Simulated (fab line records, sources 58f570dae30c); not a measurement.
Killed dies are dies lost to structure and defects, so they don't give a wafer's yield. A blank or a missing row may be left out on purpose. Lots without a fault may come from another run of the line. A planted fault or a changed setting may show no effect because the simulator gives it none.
fab line records | flow berkeley_cmos170
record lots=13 wafers=39 last_day=12
route steps=331 shown SCREENOX@102 SPACER@174 CONTACT@236 M3@329
lots that met no fault: from a run of the same line without faults
start_h: hours from the record's first day to the start of the lot's first wafer shown | wait_h: hours since the lot's step before | " the same as in the row above | L1.1+2: a row that stands for several wafers | - no value, or no start given | * or withheld: withheld | < > ~ a bound
route shown NAME@n: a module of which the file shows steps, and the number in the route of the first | usual: mean/standard deviation of fault-free wafers | same: alike in all rows | chamber/n: place in a boat | sites: the reading at each site | _std_site: their standard deviation | _edge_site: outer sites' mean less inner sites' | radius_mm: how far each site lies from the wafer's centre | mask NAME#n: copy n | behind: the tool/chamber that last shaped the wafer | hold: why the lot was held/for how many hours/how that ended | device: the transistor (n, p or np) that didn't switch | end of line: the same wafers' tests at the end of the route | a step without rows: its recipe alone | killed: dies lost to structure and defects at the first sort, not the wafer's yield | map: a wafer's dies, x killed, . not, _ none there
set.NAME: the setting as run; set.NAME@STEP: as run at that earlier step | model.NAME: the simulator's own value behind a step, which no gauge read
steps of the route over a sample of lots; a table a step, a row a wafer
services: from which hour (start_h, from the record's first day; less than 0 if before it) a tool's chamber was out of use, for how many hours, and why
## steps
# step UCB170_SCREENOX_THK_MEAS_02
# recipe reads=SiO2_of_SCREENOX_OXIDATION_01
# usual SCREENOX_OXIDE_THK=14.38/0.28
# columns lot.wafer tool chamber start_h wait_h SCREENOX_OXIDE_THK[nm]
L441.1 film_metro-01 - 99.50 0.0 14.78
L441.3 " - " " 14.72
L441.6 " - " " 14.49
L442.2 film_metro-04 - 99.51 0.0 14.65
L442.4 " - " " 14.50
L442.6 " - " " 14.53
L443.4 film_metro-02 - 99.53 0.0 14.72
L443.5 " - " " 14.60
L443.6 " - " " 14.66
L444.2 film_metro-02 - 110.28 0.0 14.76
L444.3 " - " " 14.77
L444.5 " - " " 14.77
L445.4 film_metro-04 - 110.30 0.0 14.50
L445.5 " - " " 14.36
L445.6 " - " " 14.47
L446.3 film_metro-04 - 124.47 0.0 13.97
L446.5 " - " " 13.82
L446.6 " - " " 13.78
L447.2 film_metro-01 - 133.85 0.0 14.28
L447.3 " - " " 14.49
L447.4 " - " " 14.35
L448.1 film_metro-04 - 141.55 0.0 13.90
L448.3 " - " " 14.25
L448.6 " - " " 14.28
L450.2 film_metro-04 - 148.08 0.0 14.47
L450.4 " - " " 14.57
L450.5 " - " " 14.55
L458.2 film_metro-02 - 204.19 0.0 14.43
L458.3 " - " " 14.35
L458.4 " - " " 14.25
L459.2 film_metro-01 - 204.19 0.0 14.07
L459.3 " - " " 14.14
L459.5 " - " " 14.06
L461.1 film_metro-02 - 214.02 0.0 13.90
L461.2 " - " " 14.05
L461.4 " - " " 13.88
L464.1 film_metro-01 - 224.02 0.0 14.65
L464.3 " - " " 14.33
L464.5 " - " " 14.42
# step UCB170_SPACER_ETCHBACK_03
# recipe stop_on=Si target=SiO2 chemistry=CHF3/CF4/Ar CHF3_flow_sccm=50 cf4_flow_sccm=10 Ar_flow_sccm=120 pressure_mtorr=200 rf_w=500 target_depth_a=3760 time_s=100
# usual drypump_motor_current_A=5.8/0.43 oes_product_au=0.905/0.017 rf_fwd_power_W=497.2/1.8 throttle_valve_pct=6.49/0.095
# columns lot.wafer tool chamber start_h wait_h drypump_motor_current_A oes_product_au rf_fwd_power_W rf_hours_counter_h throttle_valve_pct
L441.1 rie_diel-01 1 130.84 0.0 6.0 0.885 499.9 78 6.55
L441.3 " 3 " " 5.1 0.885 495.6 104 6.43
L441.6 " 0 " " 6.0 0.898 502.0 - 6.44
L442.2 rie_diel-03 2 130.84 0.0 6.5 0.880 498.2 54 6.32
L442.4 " 3 " " 5.8 0.927 498.4 128 6.53
L442.6 " 0 " " 6.2 0.909 496.7 - 6.66
L443.4 rie_diel-02 1 130.84 0.0 6.1 0.914 495.7 13 6.45
L443.5 " 3 " " 5.6 0.943 495.9 - 6.61
L443.6 " 0 " " 5.4 0.915 498.9 - 6.65
L444.2 rie_diel-01 2 140.62 0.0 6.1 0.901 499.7 153 6.35
L444.3 " 0 " " 5.9 0.912 498.3 40 6.44
L444.5 " 0 " " 6.0 0.917 497.4 - 6.44
L445.4 rie_diel-03 1 140.62 0.0 5.4 0.891 498.2 1 6.47
L445.5 " 2 " " 6.6 0.889 495.9 - 6.33
L445.6 " 3 " " 5.8 0.937 499.1 - 6.56
L446.3 rie_diel-01 3 154.47 0.0 5.2 0.898 497.7 105 6.44
L446.5 " 3 " " 5.2 0.906 499.2 - 6.44
L446.6 " 2 " " 6.1 0.905 496.4 - 6.36
L447.2 rie_diel-02 1 160.72 0.0 6.1 0.913 497.8 14 6.47
L447.3 " 3 " " 5.6 0.933 496.3 6 6.61
L447.4 " 0 " " 5.4 0.922 494.2 16 6.64
L448.1 rie_diel-01 1 172.97 0.0 6.0 0.898 499.4 80 6.56
L448.3 " 3 " " 5.1 0.891 497.0 106 6.41
L448.6 " 3 " " 5.2 0.898 499.7 - 6.43
L450.2 rie_diel-02 1 181.73 0.0 6.1 0.902 495.1 15 6.46
L450.4 " 2 " " 5.1 0.913 415.6 13 6.49
L450.5 " 1 " " 6.0 0.921 494.3 - 6.46
L458.2 rie_diel-03 3 234.72 0.0 5.8 0.913 497.4 134 6.53
L458.3 " 2 " " 6.6 0.872 496.6 59 6.32
L458.4 " 1 " " 5.3 0.895 496.5 5 6.48
L459.2 rie_diel-01 1 234.72 0.0 6.0 0.892 500.0 83 6.53
L459.3 " 3 " " 5.2 0.887 496.0 109 6.42
L459.5 " 1 " " 6.0 0.895 501.2 - 6.56
L461.1 rie_diel-03 1 241.39 0.0 5.4 0.891 498.1 5 6.47
L461.2 " 0 " " 6.2 0.904 497.2 58 6.66
L461.4 " 3 " " 5.8 0.934 497.3 134 6.55
L464.1 rie_diel-01 2 257.71 0.1 6.2 0.879 498.2 3 6.35
L464.3 " 3 " " 5.2 0.897 496.2 111 6.43
L464.5 " 0 " " 6.0 0.919 496.5 - 6.43
# step UCB170_CONTACT_CD_MEAS_90
# recipe target_cd_nm=700
# usual cd_nm=700.0/1.6
# columns lot.wafer tool chamber start_h wait_h cd_nm
L443.4 cd_sem-02 - 142.62 0.1 699.5
L443.5 " - " " 701.9
L443.6 " - " " 699.8
L442.2 cd_sem-01 - 142.74 0.1 705.2
L442.4 " - " " 701.8
L442.6 " - " " 704.5
L441.1 cd_sem-01 - 144.81 0.1 698.5
L441.3 " - " " 701.8
L441.6 " - " " 699.1
L445.4 cd_sem-02 - 151.17 0.1 700.1
L445.5 " - " " 700.3
L445.6 " - " " 699.7
L444.2 cd_sem-01 - 151.93 0.1 697.6
L444.3 " - " " 698.7
L444.5 " - " " 698.9
L446.3 cd_sem-01 - 164.65 0.1 699.5
L446.5 " - " " 701.5
L446.6 " - " " 697.9
L447.2 cd_sem-02 - 171.65 0.1 698.9
L447.3 " - " " 699.9
L447.4 " - " " 699.6
L448.1 cd_sem-02 - 183.73 0.1 700.3
L448.3 " - " " 701.6
L448.6 " - " " 698.4
L450.2 cd_sem-01 - 195.53 0.1 700.6
L450.4 " - " " 701.4
L450.5 " - " " 699.3
L459.2 cd_sem-01 - 246.24 0.1 701.8
L459.3 " - " " 702.5
L459.5 " - " " 700.8
L458.2 cd_sem-01 - 246.84 0.4 701.2
L458.3 " - " " 700.2
L458.4 " - " " 700.4
L461.1 cd_sem-02 - 251.44 0.1 701.1
L461.2 " - " " 701.1
L461.4 " - " " 700.6
L464.1 cd_sem-02 - 270.80 0.1 697.8
L464.3 " - " " 696.7
L464.5 " - " " 698.8
# step UCB170_M3_CD_MEAS_90
# recipe target_cd_nm=700
# usual cd_nm=701/3.1
# columns lot.wafer tool chamber start_h wait_h cd_nm
L443.4 cd_sem-01 - 162.01 0.1 702
L443.5 " - " " 698
L443.6 " - " " 701
L441.1 cd_sem-02 - 162.62 0.1 701
L441.3 " - " " 700
L441.6 " - " " 700
L442.2 cd_sem-01 - 163.08 0.1 696
L442.4 " - " " 697
L442.6 " - " " 700
L445.4 cd_sem-02 - 169.28 0.1 701
L445.5 " - " " 698
L445.6 " - " " 700
L444.2 cd_sem-02 - 169.81 0.1 696
L444.3 " - " " 701
L444.5 " - " " 700
L446.3 cd_sem-01 - 184.99 0.1 696
L446.5 " - " " 699
L446.6 " - " " 694
L447.2 cd_sem-01 - 188.83 0.1 699
L447.3 " - " " 698
L447.4 " - " " 697
L448.1 cd_sem-01 - 200.13 0.1 704
L448.3 " - " " 698
L448.6 " - " " 699
L450.2 cd_sem-01 - 215.30 0.1 699
L450.4 " - " " 706
L450.5 " - " " 700
L458.2 cd_sem-01 - 262.99 0.1 704
L458.3 " - " " 701
L458.4 " - " " 697
L459.2 cd_sem-02 - 267.00 0.1 697
L459.3 " - " " 694
L459.5 " - " " 697
L461.1 cd_sem-02 - 269.67 0.1 700
L461.2 " - " " 696
L461.4 " - " " 701
L464.1 cd_sem-01 - 291.05 0.1 699
L464.3 " - " " 699
L464.5 " - " " 696
## services
# columns tool chamber start_h hours kind
rie_diel-03 1 109.77 - clean
rie_diel-03 1 109.77 14.9 scheduled_down
rie_diel-03 1 109.77 14.9 vent_cycle
rie_diel-01 2 165.25 - clean
rie_diel-01 2 165.25 21.1 scheduled_down
rie_diel-01 2 165.25 21.1 vent_cycle
rie_diel-02 0 167.86 4.2 repair
rie_diel-02 2 185.89 5.7 repair
rie_diel-02 - 200.88 0.9 repair
## key
first_sign step=UCB170_SPACER_ETCHBACK_03 reading=rf_fwd_power_W direction=down sigmas=45 usual=497.2 struck=415.6
effect none on later readings
met_at UCB170_SPACER_ETCHBACK_03
struck_lots L450
struck_wafers L450.4
sort_left_out L450.4
tester_left_out L450
not_acting_at UCB170_SCREENOX_THK_MEAS_02,UCB170_CONTACT_CD_MEAS_90,UCB170_M3_CD_MEAS_90
fault kind=process_parameter_drift tool=rie_diel-02 chamber=2 onset_h=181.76 steps=UCB170_SPACER_ETCHBACK_03 channel=rf_w offset=-80 shape=step end_h=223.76 acts_in=these_recipes_only stated=500
# tester_left_out: of these lots the tester's yield and bins aren't shown, on N5 and GAA mostly nor the transistor test; their killed dies are dies lost to structure and defects alone, not to doping, threshold or leakage, so they don't give the yield
# sort_left_out: the simulated sort isn't trusted on such a fault, so these wafers' sort isn't shown, and their yield isn't known
